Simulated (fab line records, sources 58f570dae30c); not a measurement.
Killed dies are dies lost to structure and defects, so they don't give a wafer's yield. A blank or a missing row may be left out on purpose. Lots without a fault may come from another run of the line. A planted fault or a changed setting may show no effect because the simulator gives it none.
Problem report in the 8D (eight disciplines) form, filled by code | flow berkeley_cmos170 | the parts of the form that need people (team, actions taken, sign-off) are left out

1. THE PROBLEM
strip_time_to_endpoint_s at UCB170_M3_STRIP_07 reads a mean of 20.34 s on 6 wafers of 2 lots; wafers without a fault read 21.99 s with a standard deviation of 0.075. That is -22 standard deviations from the usual mean.
The step: strips in O2.
First seen on wafer L883.2, day 11 17:55, on plasma_asher-04. The record holds 42 wafers of 14 lots with a number at this step. Rule for "out", or "out of limits": more than 4 standard deviations from the usual mean. The other wafers with a number count as sound.

2. WHAT IT IS AND WHAT IT IS NOT
question                    | is                               | is not
which readings at this step | strip_time_to_endpoint_s         | drypump_motor_current_A, oes_product_au
which lots                  | L883, L885                       | L873, L874, L875, L876, L877, L882, L888, L889, L891, L893, L894, L895
which wafers of those lots  | all that have a number           | -
read on which tools         | plasma_asher-03, plasma_asher-04 | plasma_asher-02
when                        | from day 11 17:55                | up to then (15 sound wafers); but 21 sound wafers of L882, L888, L889, L891, L893, L894, L895 came after

3. SUSPECTS, AND WHAT RULES EACH OUT
Counting: a tool at a process step up to the reading stays a suspect if it ran every lot that is out and no sound lot after the first of them.
- litho_track-03 at UCB170_M3_COAT_05 (resist thk 900 nm): kept. It ran every lot that is out, first L883 (day 11 17:38), and no sound lot after that; its last sound lot up to then is L877 (day 9 17:34).
Left after counting: litho_track-03 at UCB170_M3_COAT_05.

4. THE CAUSE (what the simulator had put in)
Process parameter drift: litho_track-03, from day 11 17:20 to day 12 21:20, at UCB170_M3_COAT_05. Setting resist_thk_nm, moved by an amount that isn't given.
Counting left only this tool.

5. THE CHAIN OF EFFECTS, in route order
Each row: a reading whose mean over the struck wafers that have a number lies more than 3 standard deviations from the usual. Only readings for which the record gives a usual standard deviation are gone through. hours: the time from each lot's start at the first step in this table that gives one to its start at this step, as a median over the lots. sigmas: the change in usual standard deviations.
hours | step               | reading                  | usual   | on struck wafers | change | sigmas
0     | UCB170_M3_STRIP_07 | strip_time_to_endpoint_s | 21.99 s | 20.34            | -1.65  | -22
The process steps in it:
- UCB170_M3_STRIP_07: strips in O2.

6. WHAT WOULD HAVE CAUGHT IT SOONER
In this record the first reading out of limits was taken at day 11 17:55, 1 hour after the fault began at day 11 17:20.
Of the lots that are out (2), L885 began UCB170_M3_COAT_05 on litho_track-03 after day 11 17:55. A hold on the tool at that time would have spared it.
